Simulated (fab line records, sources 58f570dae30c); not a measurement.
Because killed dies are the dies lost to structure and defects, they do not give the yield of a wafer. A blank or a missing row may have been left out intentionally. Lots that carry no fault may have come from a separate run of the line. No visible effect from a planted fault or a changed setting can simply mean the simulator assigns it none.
Which of the tools did it? || flow berkeley-cmos170 || Sampling: 14 lots, 42 wafers, 2 of 331 route steps

## WHAT THE GAUGES READ, wafer by wafer
UCB170_START_BOW_MEAS_00.
{"lot": "L718", "measured": "day 1 10:01", "on": "film-metro-03", "INCOMING_BOW (um)": "4 -6 5"}
{"lot": "L719", "measured": "day 1 15:00", "on": "film-metro-03", "INCOMING_BOW (um)": "-6 0 0"}
{"lot": "L720", "measured": "day 1 20:00", "on": "film-metro-04", "INCOMING_BOW (um)": "1 2 8"}
{"lot": "L723", "measured": "day 2 11:01", "on": "film-metro-03", "INCOMING_BOW (um)": "6 -1 3"}
{"lot": "L724", "measured": "day 2 16:00", "on": "film-metro-04", "INCOMING_BOW (um)": "8 -13 10"}
{"lot": "L725", "measured": "day 2 21:00", "on": "film-metro-04", "INCOMING_BOW (um)": "2 -3 0"}
{"lot": "L727", "measured": "day 3 07:00", "on": "film-metro-03", "INCOMING_BOW (um)": "-7 -15 1"}
{"lot": "L729", "measured": "day 3 17:01", "on": "film-metro-01", "INCOMING_BOW (um)": "-7 2 5"}
{"lot": "L732", "measured": "day 4 08:02", "on": "film-metro-01", "INCOMING_BOW (um)": "4 -3 9"}
{"lot": "L733", "measured": "day 4 13:01", "on": "film-metro-01", "INCOMING_BOW (um)": "-8 -6 9"}
{"lot": "L734", "measured": "day 4 18:01", "on": "film-metro-04", "INCOMING_BOW (um)": "-5 3 8"}
{"lot": "L737", "measured": "day 5 09:01", "on": "film-metro-04", "INCOMING_BOW (um)": "3 4 6"}
{"lot": "L740", "measured": "day 6 00:00", "on": "film-metro-03", "INCOMING_BOW (um)": "-5 -2 4"}
{"lot": "L741", "measured": "day 6 05:02", "on": "film-metro-04", "INCOMING_BOW (um)": "7 4 0"}

UCB170_ACTIVE_CD_MEAS_90: target cd 1200 nm.
{"lot": "L718", "measured": "day 4 09:23", "on": "cd-sem-02", "cd-nm (nm)": "1199.1 1198.5 1199.9"}
{"lot": "L719", "measured": "day 4 09:28", "on": "cd-sem-01", "cd-nm (nm)": "1201.3 1200.6 1200.2"}
{"lot": "L720", "measured": "day 4 15:01", "on": "cd-sem-02", "cd-nm (nm)": "1199.6 1199.9 1200.8"}
{"lot": "L723", "measured": "day 5 06:47", "on": "cd-sem-01", "cd-nm (nm)": "1201.6 1200.0 1203.2"}
{"lot": "L724", "measured": "day 5 19:08", "on": "cd-sem-01", "cd-nm (nm)": "1200.5 1199.3 1200.7"}
{"lot": "L725", "measured": "day 5 23:43", "on": "cd-sem-02", "cd-nm (nm)": "1197.4 1198.0 1198.5"}
{"lot": "L727", "measured": "day 6 03:04", "on": "cd-sem-02", "cd-nm (nm)": "1201.1 1201.0 1202.8"}
{"lot": "L729", "measured": "day 6 12:11", "on": "cd-sem-02", "cd-nm (nm)": "1200.0 1199.9 1200.6"}
{"lot": "L732", "measured": "day 7 00:33", "on": "cd-sem-01", "cd-nm (nm)": "1199.5 1200.7 1199.7"}
{"lot": "L733", "measured": "day 7 07:32", "on": "cd-sem-02", "cd-nm (nm)": "1200.2 1199.6 1199.6"}
{"lot": "L734", "measured": "day 7 16:16", "on": "cd-sem-01", "cd-nm (nm)": "1200.8 1199.5 1199.9"}
{"lot": "L737", "measured": "day 8 02:57", "on": "cd-sem-01", "cd-nm (nm)": "1202.4 1201.9 1200.0"}
{"lot": "L740", "measured": "day 8 19:08", "on": "cd-sem-01", "cd-nm (nm)": "1201.6 1201.5 1201.4"}
{"lot": "L741", "measured": "day 9 08:41", "on": "cd-sem-02", "cd-nm (nm)": "1200.3 1199.5 1201.0"}

## EACH LOT AND THE TOOL THAT RAN IT (in order: tool; ch and the chambers of the sampled wafers; start)
No process step before these readings appears in the record.

## AS READ BY THE TOOLS THEMSELVES (means over the sampled wafers that have a number; for cases with no such wafer, the mark the record gives instead)
The record holds no such reading with a usual standard deviation.

## THE ANSWER, worked out from the rows above alone
Rule: the lots themselves supply what counts as usual. The widest of any qualifying gaps counts: lots, ordered by their means at a reading, are off when they make up no more than a third of the lots, leave a main group of 4 or more, and stand apart from it by 3 or more times the standard deviation of that group's means. The tables above print the reading to a certain number of digits; a main group whose means all agree to those digits is not used. A lot without any number at a reading at which 4 lots or more have one is off too. All remaining lots with rows at the step are treated as sound. Order of review: gauges by route order, followed by the tools' own readings, for which a lot's mean as printed above is used. The first step at which some lot is off is used, and at that step the reading that is off furthest; a lot without a number counts as furthest.
Across all readings shown, no lot is off: no conclusion can be drawn from this.

## WHAT WAS PUT IN BY THE SIMULATOR
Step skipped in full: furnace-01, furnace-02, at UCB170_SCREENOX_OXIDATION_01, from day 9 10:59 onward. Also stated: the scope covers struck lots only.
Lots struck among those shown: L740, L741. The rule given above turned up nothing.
